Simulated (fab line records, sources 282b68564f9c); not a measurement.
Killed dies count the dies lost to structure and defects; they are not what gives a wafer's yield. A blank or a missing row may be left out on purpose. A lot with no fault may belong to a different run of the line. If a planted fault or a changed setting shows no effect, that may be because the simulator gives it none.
A lot that was struck, set against a sound lot	flow rit cmos	44 out of 202 route steps
Sound: these wafers, L886.2, L886.3, L886.4. Wafers struck: L901.1, L901.3, L901.4. The cause comes at the end.
For every step that has rows: the tool of each side, followed by ch and its chambers, followed by its first start. Under that, the readings that differ: sound wafers	struck wafers	difference of the means	sigmas: that difference in standard deviations of wafers without a fault.
alike: readings whose means differ by less than 2 such deviations, and words and numbers that are the same on both sides. not compared: withheld readings, readings that some wafer has no value for, bounds like >300 that may hide the same value, and numbers for which the record gives no deviation and whose values overlap.
A row with sigmas, a row that says differs or no value, or rows on one side alone: a step with any of these is where the two part. Numbers that have no deviation but don't overlap get no sigmas and don't part them. Lack of a reading on every wafer of one side parts them only where that side has two or more wafers.

first, 1 step without rows for these wafers: RIT_PRETRO_IMPLANT_08.
RIT_PRETRO_STRIP_09: strips in O2, time 180 s.
  sound on plasma asher-04 ch 0,1, day 3 23:49; struck on plasma asher-02 ch 0,1, day 7 01:46
  alike: drypump motor current A
  not compared: rf hours counter h
RIT_PRETRO_TW_MEAS_10:
  sound on film metro-01, day 3 23:59; struck on film metro-03, day 7 01:56
  alike: PRETRO_TW
then, 5 steps without rows for these wafers: RIT_GATE_WET_ETCH_00 (etches SiO2 in BOE, target depth 56 nm, time 60 s); RIT_GATE_CLEAN_01 (cleans in SC1, time 600 s); RIT_GATE_CLEAN_02 (cleans in dHF, time 30 s); RIT_GATE_CLEAN_03 (cleans in SC2, time 600 s); RIT_GATE_CLEAN_04 (cleans in dHF, time 60 s).
RIT_FOX2_THK_MEAS_91:
  sound on film metro-02, day 4 00:30; struck on film metro-04, day 7 02:37
  alike: FIELD_OXIDE_LEFT_2_THK
then, 2 steps without rows for these wafers: RIT_GATE_OXIDATION_05 (target thk 3 nm, ox time 270 s); RIT_GATE_ANNEAL_06 (time 600 s).
RIT_GATE_THK_MEAS_07:
  sound on film metro-02, day 4 01:53; struck on film metro-02, day 7 04:37
  alike: GATE_OXIDE_THK
RIT_GATE_CVD_08: deposits poly-Si from SiH4, target thk 250 nm, time 2220 s.
  sound on lpcvd-02 ch 1, day 4 01:56; struck on lpcvd-01 ch 1, day 7 04:41
reading	sound	struck	difference	sigmas
model.poly-Si_of_GATE_CVD_08.thk nm (nm)	250.1 249.9 248.7	190.4 189.2 189.9	-59.7	
  alike: zone power source pct
RIT_GATE_THK_MEAS_09:
  sound on film metro-02, day 4 03:34; struck on film metro-01, day 7 06:17
reading	sound	struck	difference	sigmas
GATE_POLY_THK (nm)	250.2 249.9 248.9	190.6 189.3 190.0	-59.7	-22
then, 6 steps without rows for these wafers: RIT_GATE_HMDS_10 (prime time 60 s); RIT_GATE_COAT_11 (resist thk 850 nm); RIT_GATE_SOFTBAKE_12 (time 60 s); RIT_GATE_EXPOSE_13 (exposes mask M6, target cd 150 nm); RIT_GATE_PEB_14; RIT_GATE_DEVELOP_15 (develop time 50 s).
RIT_GATE_CD_MEAS_16: the cd target is 150 nm.
  sound on cd sem-02, day 4 04:29; struck on cd sem-02, day 7 07:22
  alike: cd nm
RIT_GATE_OVL_MEAS_17:
  sound on overlay-02, day 4 04:35; struck on overlay-02, day 7 07:29
  alike: GATE_OVL
then, 1 step without rows for these wafers: RIT_GATE_HARDBAKE_18 (time 60 s).
RIT_GATE_ETCH_19: etches poly-Si in SF6/CHF3/O2, stops on SiO2, time 165 s, target depth 312.5 nm.
  sound on rie si-01 ch 0,2,3, day 4 04:57; struck on rie si-02 ch 0,1,2, day 7 07:40
reading	sound	struck	difference	sigmas
oes product au (a.u.)	0.871 0.851 0.839	0.694 0.701 0.717	-0.150	-11
rf hours counter h (h)	14 143 112	0 2 2	-88	
model.GATE.feature depth nm (nm)	250.1 249.9 248.7	190.4 189.2 189.9	-59.7	
model.etch.depth nm (nm)	250.1 249.9 248.7	190.4 189.2 189.9	-59.7	
  alike: O2_flow_sccm, drypump motor current A, throttle valve pct
RIT_GATE_STRIP_20: strips in O2, time 180 s.
  sound on plasma asher-04 ch 0,1, day 4 05:04; struck on plasma asher-03 ch 0,1, day 7 07:47
  alike: drypump motor current A
  not compared: rf hours counter h
RIT_GATE_CD_MEAS_90: the cd target is 150 nm.
  sound on cd sem-01, day 4 05:16; struck on cd sem-01, day 7 07:57
  alike: cd nm
then, 4 steps without rows for these wafers: RIT_REOX_CLEAN_00 (cleans in SC1, time 600 s); RIT_REOX_CLEAN_01 (cleans in dHF, time 30 s); RIT_REOX_CLEAN_02 (cleans in SC2, time 600 s); RIT_REOX_OXIDATION_03 (target thk 25.2 nm, ox time 5580 s).
RIT_REOX_THK_MEAS_04:
  sound on film metro-03, day 4 08:52; struck on film metro-04, day 7 10:59
  alike: REOX_OXIDE_THK
then, 6 steps without rows for these wafers: RIT_NLDD_HMDS_00 (prime time 60 s); RIT_NLDD_COAT_01 (resist thk 1000 nm); RIT_NLDD_SOFTBAKE_02 (time 60 s); RIT_NLDD_EXPOSE_03 (exposes mask M7, target cd 40700 nm); RIT_NLDD_PEB_04; RIT_NLDD_DEVELOP_05 (develop time 50 s).
RIT_NLDD_OVL_MEAS_06:
  sound on overlay-02, day 4 09:47; struck on overlay-01, day 7 11:57
  alike: NLDD_OVL
then, 2 steps without rows for these wafers: RIT_NLDD_HARDBAKE_07 (time 60 s); RIT_NLDD_IMPLANT_08.
RIT_NLDD_STRIP_09: strips in O2, time 180 s.
  sound on plasma asher-03 ch 0,1, day 4 10:19; struck on plasma asher-04 ch 0,1, day 7 12:17
  alike: drypump motor current A
  not compared: rf hours counter h
RIT_NLDD_TW_MEAS_10:
  sound on film metro-03, day 4 10:31; struck on film metro-03, day 7 12:28
  alike: NLDD_TW
RIT_SDANNEAL_CLEAN_02: cleans in SC2, time 600 s.
  sound on wet bench-02 ch 3, day 4 17:46; struck on wet bench-02 ch 2, day 7 19:38
reading	sound	struck	difference	sigmas
model.poly-Si_of_GATE_CVD_08.thk nm (nm)	160.6 159.8 160	104.6 101.9 102.2	-57.2	
RIT_M1_PROBE_99:
  sound on prober-01, day 5 01:35; struck on prober-01, day 8 06:14
reading	sound	struck	difference	sigmas
model.etest.pmos turned.r on ohm um	3350 3376 3429	2899 2871 2895	-497	
model.etest.nmos turned.drive ua um	345.5 345.9 334.3	444.6 447.4 442.3	+102.9	
model.etest.nmos_0p3.r on ohm um	2173 2172 2164	1998 2002 1994	-172	
model.etest.nmos_0p15.r on ohm um	1131 1144 1137	1018 1012 1043	-113	
model.etest.pmos turned.drive ua um	199.1 201.6 192.7	242.2 241 241	+43.6	
model.etest.nmos_0p15.drive ua um	495.6 492.8 482.2	528.1 534.8 529.1	+40.5	
model.etest.nmos narrow.drive ua um	231.2 236.1 229.3	247.6 243 248.7	+14.2	
model.etest.nmos_0p3.drive ua um	230.4 233.6 226.1	249.6 248.2 250.3	+19.3	
  alike: killed at contacts, killed at front end, killed dies, killed open, killed short

WHERE THEY PART
Earliest at RIT_GATE_THK_MEAS_09; latest, in this record, at RIT_GATE_ETCH_19. Later steps at which nothing parts them and some readings are alike: RIT_GATE_STRIP_20, RIT_GATE_CD_MEAS_90, RIT_REOX_THK_MEAS_04, RIT_NLDD_OVL_MEAS_06, RIT_NLDD_STRIP_09, RIT_NLDD_TW_MEAS_10, RIT_M1_PROBE_99.

WHY: what the simulator had put in
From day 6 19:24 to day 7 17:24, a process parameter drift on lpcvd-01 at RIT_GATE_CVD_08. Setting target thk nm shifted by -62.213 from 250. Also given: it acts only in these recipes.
